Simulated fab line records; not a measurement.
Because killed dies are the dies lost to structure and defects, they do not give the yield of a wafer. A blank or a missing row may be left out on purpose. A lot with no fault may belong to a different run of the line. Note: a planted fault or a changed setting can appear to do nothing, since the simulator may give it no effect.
Which tool is to blame? | flow rit cmos | route of 202 steps, sampled at 1 step: 14 lots, 42 wafers

## WHAT EACH GAUGE READ, for each wafer
No reading from a measuring or inspecting step in the record can be judged against a usual standard deviation.

## EACH LOT AND THE TOOL THAT RAN IT (in order: tool; ch and the chambers of the sampled wafers; start)
lot  | RIT_ACTIVE_EXPOSE_08
L750 | iline stepper-01 ch 0, day 1 20:37
L752 | iline stepper-01 ch 0, day 2 05:05
L754 | iline stepper-02 ch 0, day 2 17:04
L755 | iline stepper-01, day 2 21:29
L756 | iline stepper-01, day 3 03:25
L759 | iline stepper-01 ch 0, day 3 18:04
L764 | iline stepper-01 ch 0, day 4 17:34
L765 | iline stepper-01 ch 0, day 4 22:37
L766 | iline stepper-01 ch 0, day 5 03:05
L768 | iline stepper-01 ch 0, day 5 15:59
L769 | iline stepper-02 ch 0, day 5 19:17
L770 | iline stepper-01 ch 0, day 5 23:10
L771 | iline stepper-01 ch 0, day 6 04:23
L772 | iline stepper-01 ch 0, day 6 09:30
- RIT_ACTIVE_EXPOSE_08: exposes mask M1, target cd 1400 nm.

## AS READ BY THE TOOLS THEMSELVES (means over the sampled wafers that have a number; for cases with no such wafer, the mark the record gives instead)
RIT_ACTIVE_EXPOSE_08. Usual: exposure dose mJ cm2 225.8, standard deviation 0.64; focus offset nm 0.0 nm, standard deviation 0.49; stage vel mm s 500.01 mm/s, standard deviation 0.25.
lot  | tool             | exposure dose mJ cm2 | focus offset nm (nm) | stage vel mm s (mm/s) | flag
L750 | iline stepper-01 | 226.0                | -0.2                 | 499.82                |
L752 | iline stepper-01 | 226.2                | -0.0                 | 500.33                |
L754 | iline stepper-02 | 224.7                | 0.1                  | 499.79                |
L755 | iline stepper-01 | -                    | -                    | -                     | OFF
L756 | iline stepper-01 | -                    | -                    | -                     | OFF
L759 | iline stepper-01 | 226.3                | -0.1                 | 499.57                |
L764 | iline stepper-01 | 226.3                | 0.3                  | 499.98                |
L765 | iline stepper-01 | 226.1                | -0.1                 | 500.29                |
L766 | iline stepper-01 | 226.1                | 0.1                  | 499.89                |
L768 | iline stepper-01 | 225.8                | 0.7                  | 500.08                |
L769 | iline stepper-02 | 224.8                | 0.4                  | 499.93                |
L770 | iline stepper-01 | 226.2                | -0.3                 | 500.07                |
L771 | iline stepper-01 | 226.4                | 0.4                  | 500.15                |
L772 | iline stepper-01 | 226.4                | -1.1                 | 499.82                |

## THE ANSWER, worked out from the rows above alone
Rule: a lot is off if the mean of its wafers that have a number lies more than 3 standard deviations from the usual mean. Also off: a lot with no number at a reading for which 4 or more lots have one. Where the step has rows for the other lots, those lots are counted as sound. After the gauges, taken in route order, come the tools' own readings; for these a lot's mean is taken, as printed above. The first step at which some lot is off is used, and at that step the reading that is off furthest; a lot without a number counts as furthest.
Off, at RIT_ACTIVE_EXPOSE_08 on exposure dose mJ cm2: L755, L756. Without a number there: L755, L756.
A tool fits if, at that step or a process step before it, it ran every lot that is off, and no sound lot after the first of them. None of those tried fits.

## WHAT THE SIMULATOR PUT IN
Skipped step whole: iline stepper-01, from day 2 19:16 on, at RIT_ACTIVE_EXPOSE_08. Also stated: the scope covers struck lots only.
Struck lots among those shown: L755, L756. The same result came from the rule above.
